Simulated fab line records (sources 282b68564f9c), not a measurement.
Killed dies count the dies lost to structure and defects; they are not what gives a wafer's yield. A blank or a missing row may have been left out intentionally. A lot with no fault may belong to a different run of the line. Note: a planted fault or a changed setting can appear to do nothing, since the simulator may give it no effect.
Check for tools in common    flow rit_cmos    15 lots, 54 wafers sampled

REASON IT WAS OPENED
At RIT_SDANNEAL_RS_MEAS_04 the reading PSD_RS is flagged on 3 of 15 lots. Wafers without a fault read 115.88 ohm/sq, standard deviation 0.29.
Rule: a lot is flagged in two cases, either no wafer of it has a number, or all its wafers with numbers fall more than 4 standard deviations from that mean. The other lots count as sound.

lot   measured     on             PSD_RS (ohm/sq), wafer by wafer            flag
L200  day 3 02:19  film_metro-03  114.99 115.77 115.76                       
L201  day 3 07:57  film_metro-01  115.74 115.64 115.87                       
L202  day 3 15:43  film_metro-01  116.34 116.09 116.03                       
L203  day 3 20:16  film_metro-03  115.52 115.79 115.74                       
L204  day 3 22:16  film_metro-03  115.46 115.72 115.51                       
L205  day 4 03:32  film_metro-02  115.94 115.55 115.92                       
L207  day 4 17:50  film_metro-03  115.63 115.54 115.67                       
L208  day 4 18:20  film_metro-02  115.58 115.90 116.02                       
L209  day 4 22:00  film_metro-02  115.87 116.40 116.09                       
L216  day 6 13:49  film_metro-01  116.28 116.57 116.53                       
L217  day 6 15:08  film_metro-01  144.33 144.22 144.08 144.06 144.22 144.35  FLAGGED
L218  day 6 19:01  film_metro-01  115.64 116.24 115.89                       
L219  day 7 01:39  film_metro-03  143.96 144.41 144.38 144.24 144.34 144.35  FLAGGED
L221  day 7 10:34  film_metro-02  144.31 144.35 144.20 143.74 144.57 144.66  FLAGGED
L222  day 7 15:56  film_metro-02  115.83 116.16 116.10                       
On average the flagged lots' numbers are 144.26 ohm/sq, which is +28.38 ohm/sq against the usual, or +98 standard deviations.

LOT BY LOT: THE TOOL USED
Before the reading, the record contains 2 process steps out of a 202-step route. Every cell lists first the tool, next ch and the chambers used by the sampled wafers, and last the start.
lot   flag     RIT_GATE_STRIP_20                    RIT_SDANNEAL_RTA_03
L200           plasma_asher-02 ch 0,1, day 2 13:03  rtp_anneal-02 ch 0, day 3 02:15
L201           plasma_asher-01 ch 0,1, day 2 18:49  rtp_anneal-01 ch 0, day 3 07:53
L202           plasma_asher-01 ch 0,1, day 3 01:57  rtp_anneal-02 ch 0, day 3 15:38
L203           plasma_asher-01 ch 0,1, day 3 07:26  rtp_anneal-01 ch 0, day 3 20:11
L204           plasma_asher-04 ch 0,1, day 3 10:16  rtp_anneal-02 ch 0, day 3 22:13
L205           plasma_asher-02 ch 0,1, day 3 15:12  rtp_anneal-01 ch 0, day 4 03:28
L207           plasma_asher-02 ch 0,1, day 4 04:34  rtp_anneal-01 ch 0, day 4 17:46
L208           plasma_asher-01 ch 0,1, day 4 06:06  rtp_anneal-02 ch 0, day 4 18:16
L209           plasma_asher-01 ch 0,1, day 4 09:39  rtp_anneal-01 ch 0, day 4 21:55
L216           plasma_asher-02 ch 0,1, day 6 00:32  rtp_anneal-01 ch 0, day 6 13:45
L217  FLAGGED  plasma_asher-04 ch 0,1, day 6 02:29  rtp_anneal-02 ch 0, day 6 15:04
L218           plasma_asher-01 ch 0,1, day 6 06:23  rtp_anneal-01 ch 0, day 6 18:58
L219  FLAGGED  plasma_asher-04 ch 0,1, day 6 12:05  rtp_anneal-02 ch 0, day 7 01:35
L221  FLAGGED  plasma_asher-02 ch 0,1, day 6 22:12  rtp_anneal-02 ch 0, day 7 10:29
L222           plasma_asher-04 ch 0,1, day 7 03:20  rtp_anneal-01 ch 0, day 7 15:51
These steps, and what they do:
- RIT_GATE_STRIP_20: strips in O2, time 180 s.
- RIT_SDANNEAL_RTA_03: time 5 s.
- RIT_SDANNEAL_RS_MEAS_04: measures by four-point-probe.

FLAGGED OVER TOTAL, TOOL BY TOOL (the gauges that took the reading come last)
step                     tool             lots run  flagged  share of the flagged lots  sound lots run after its first flagged lot
RIT_GATE_STRIP_20        plasma_asher-01  6         0        none                       -
RIT_GATE_STRIP_20        plasma_asher-02  5         1        some                       0
RIT_GATE_STRIP_20        plasma_asher-04  4         2        some                       1 (L222)
RIT_SDANNEAL_RTA_03      rtp_anneal-01    8         0        none                       -
RIT_SDANNEAL_RTA_03      rtp_anneal-02    7         3        all                        0
RIT_SDANNEAL_RS_MEAS_04  film_metro-01    5         1        some                       1 (L218)
RIT_SDANNEAL_RS_MEAS_04  film_metro-02    5         1        some                       1 (L222)
RIT_SDANNEAL_RS_MEAS_04  film_metro-03    5         1        some                       0

WHAT IS ALLOWED BY THE TABLE
All flagged lots share 1 row of the table, namely rtp_anneal-02 at RIT_SDANNEAL_RTA_03.
- rtp_anneal-02 at RIT_SDANNEAL_RTA_03 ran 7 lots, 3 of them flagged. It ran its last sound lot, L208, at day 4 18:16 and its first flagged lot, L217, at day 6 15:04: a fault with its onset between the two fits. Its own readings lie more than 4 standard deviations out on every wafer of the flagged lots: wafer_temp_C_max.
Just one tool remains: rtp_anneal-02 at RIT_SDANNEAL_RTA_03.

WHAT HAD BEEN PUT IN BY THE SIMULATOR
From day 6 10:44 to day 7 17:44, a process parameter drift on rtp_anneal-02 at RIT_SDANNEAL_RTA_03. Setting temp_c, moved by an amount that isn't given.
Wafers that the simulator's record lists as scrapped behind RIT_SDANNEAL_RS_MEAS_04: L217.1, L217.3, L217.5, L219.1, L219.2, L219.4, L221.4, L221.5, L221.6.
Lots struck among those shown: L217, L219, L221. The rule given above showed the same thing.
